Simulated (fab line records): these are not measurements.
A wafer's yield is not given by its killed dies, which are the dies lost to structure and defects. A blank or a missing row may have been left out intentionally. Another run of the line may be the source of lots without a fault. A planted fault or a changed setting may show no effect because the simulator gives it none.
Tool commonality check ; flow rit-cmos ; 14 lots and 48 wafers in the sample

== WHY THIS WAS OPENED ==
Of 14 lots, 2 have the reading NRETRO_TW flagged at RIT_NRETRO_TW_MEAS_10. Fault-free wafers read 1046, with a standard deviation of 4.7.
Rule: a lot is flagged in two cases, either no wafer of it has a number, or all its wafers with numbers fall more than 4 standard deviations from that mean. As for the other lots, they are considered sound.

lot;measured;on;NRETRO_TW, wafer by wafer;flag
L250;day 2 07:26;film-metro-01;1043 1045 1041;
L251;day 2 12:52;film-metro-03;1045 1043 1041;
L253;day 2 22:58;film-metro-03;1045 1040 1044;
L254;day 3 04:10;film-metro-03;1038 1046 1040;
L255;day 3 09:24;film-metro-02;1034 1039 1047;
L257;day 3 23:14;film-metro-01;1052 1048 1053;
L258;day 4 03:11;film-metro-02;1036 1043 1035;
L259;day 4 07:00;film-metro-01;1047 1053 1045;
L262;day 4 21:46;film-metro-02;992 996 1001 994 997 993;FLAGGED
L264;day 5 06:36;film-metro-03;1047 1046 1047;
L265;day 5 12:06;film-metro-03;1004 1005 1002 1015 999 1000;FLAGGED
L270;day 6 10:42;film-metro-02;1050 1047 1051;
L272;day 6 21:40;film-metro-02;1048 1046 1056;
L273;day 7 02:49;film-metro-01;1054 1046 1043;
Average over the flagged lots: 1000; offset from the usual -46, equal to -10 standard deviations.

== EACH LOT AND THE TOOL IT RAN ON ==
The record keeps 1 process step preceding the reading, out of 202 steps on the route. In each cell: the tool, then ch and the chambers that the sampled wafers went through, then the start.
lot;flag;RIT_NRETRO_IMPLANT_08
L250;;implanter-04 ch 0, day 2 07:10
L251;;implanter-02 ch 0, day 2 12:35
L253;;implanter-01 ch 0, day 2 22:39
L254;;implanter-02 ch 0, day 3 03:50
L255;;implanter-04 ch 0, day 3 09:05
L257;;implanter-04 ch 0, day 3 22:56
L258;;implanter-01 ch 0, day 4 02:53
L259;;implanter-02 ch 0, day 4 06:41
L262;FLAGGED;implanter-01 ch 0, day 4 21:28
L264;;implanter-02 ch 0, day 5 06:16
L265;FLAGGED;implanter-01 ch 0, day 5 11:46
L270;;implanter-04 ch 0, day 6 10:23
L272;;implanter-02 ch 0, day 6 21:20
L273;;implanter-02 ch 0, day 7 02:30
What the steps here do:
- RIT_NRETRO_IMPLANT_08
- RIT_NRETRO_TW_MEAS_10

== FLAGGED AGAINST TOTAL, ONE TOOL AT A TIME (gauges that did the reading follow at the end) ==
step;tool;lots run;flagged;share of the flagged lots;sound lots run after its first flagged lot
RIT_NRETRO_IMPLANT_08;implanter-01;4;2;all;0
RIT_NRETRO_IMPLANT_08;implanter-02;6;0;none;-
RIT_NRETRO_IMPLANT_08;implanter-04;4;0;none;-
RIT_NRETRO_TW_MEAS_10;film-metro-01;4;0;none;-
RIT_NRETRO_TW_MEAS_10;film-metro-02;5;1;some;2 (L270,L272)
RIT_NRETRO_TW_MEAS_10;film-metro-03;5;1;some;0

== WHAT THE TABLE ALLOWS ==
In the table, 1 row covers all flagged lots: implanter-01 at RIT_NRETRO_IMPLANT_08.
- implanter-01 at RIT_NRETRO_IMPLANT_08 ran 4 lots, 2 of them flagged. It ran its last sound lot, L258, at day 4 02:53 and its first flagged lot, L262, at day 4 21:28: a fault with its onset between the two fits. Its own readings (dose-ions-cm2, faraday-current-uA) fall more than 4 standard deviations out on all wafers of the flagged lots.
What remains is a single tool, implanter-01 at RIT_NRETRO_IMPLANT_08.

== WHAT WAS PUT IN BY THE SIMULATOR ==
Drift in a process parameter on implanter-01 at RIT_NRETRO_IMPLANT_08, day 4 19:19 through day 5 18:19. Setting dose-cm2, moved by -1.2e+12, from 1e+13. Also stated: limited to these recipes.
Shown lots that were struck: L262, L265. Same finding as the rule above.
